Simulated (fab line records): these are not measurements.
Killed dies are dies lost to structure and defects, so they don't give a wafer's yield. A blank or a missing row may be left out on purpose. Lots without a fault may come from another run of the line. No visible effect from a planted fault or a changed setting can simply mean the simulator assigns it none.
One fault seen from 2 desks	flow berkeley cmos170	only its own numbers are on each desk; what lay behind them is given at the end

## FOR THE TOOL OWNER'S DESK: rie diel-04
The tool's own readings at UCB170_V2_ETCH_14 (etches SiO2 in CHF3/CF4/Ar, stops on Al, target depth 1250 nm, time 291 s): means of the sampled wafers that have a number, for each lot that ran on this tool. The brackets show how far a lot's mean lies from the usual mean; more than 4 standard deviations puts the lot out of limits, marked OUT.
Columns: A = drypump motor current A at UCB170_V2_ETCH_14, usual 5.6 A; B = oes product au at UCB170_V2_ETCH_14, usual 0.878 a.u.; C = throttle valve pct at UCB170_V2_ETCH_14, usual 6.91 %
lot	first seen here	A	B	C
L182	day 7 13:28	5.3	0.881	7.02
L183	day 8 01:20	6.0	0.879	6.87
L193	day 9 23:30	5.7	0.885	6.96
L197	day 10 17:47	5.7	0.893	7.07
This desk's finding: nothing out of limits on any of the 4 lots.

## METROLOGY DESK
What the gauges read, lot by lot, whatever tool the lot ran on: means of the sampled wafers that have a number. The brackets show how far a lot's mean lies from the usual mean; more than 4 standard deviations puts the lot out of limits, marked OUT.
Columns: A = cd nm at UCB170_V1_CD_MEAS_90, usual 700.0 nm; B = V2_OVL at UCB170_V2_OVL_MEAS_13, usual 0 nm
lot	first seen here	A	B
L182	day 7 05:07	699.9	-2
L183	day 7 20:14	700.2	1
L189	day 8 15:40	700.4	-6
L188	day 8 16:25	702.4	6
L193	day 9 18:25	699.0	-1
L199	day 10 12:07	698.6	-0
L197	day 10 12:23	699.5	4
L200	day 11 03:41	699.5	-2
L201	day 11 10:40	698.2	-5
L202	day 11 14:22	700.2	-1
L204	day 11 14:35	701.6	4
L203	day 11 16:29	702.0	-3
L205	day 12 01:56	698.5	0
This desk's finding: nothing out of limits on any of the 13 lots.

## BROUGHT TOGETHER
The tool owner's desk saw nothing out of limits.
Metrology desk: nothing out of limits seen.

## WHAT HAD BEEN PUT IN BY THE SIMULATOR
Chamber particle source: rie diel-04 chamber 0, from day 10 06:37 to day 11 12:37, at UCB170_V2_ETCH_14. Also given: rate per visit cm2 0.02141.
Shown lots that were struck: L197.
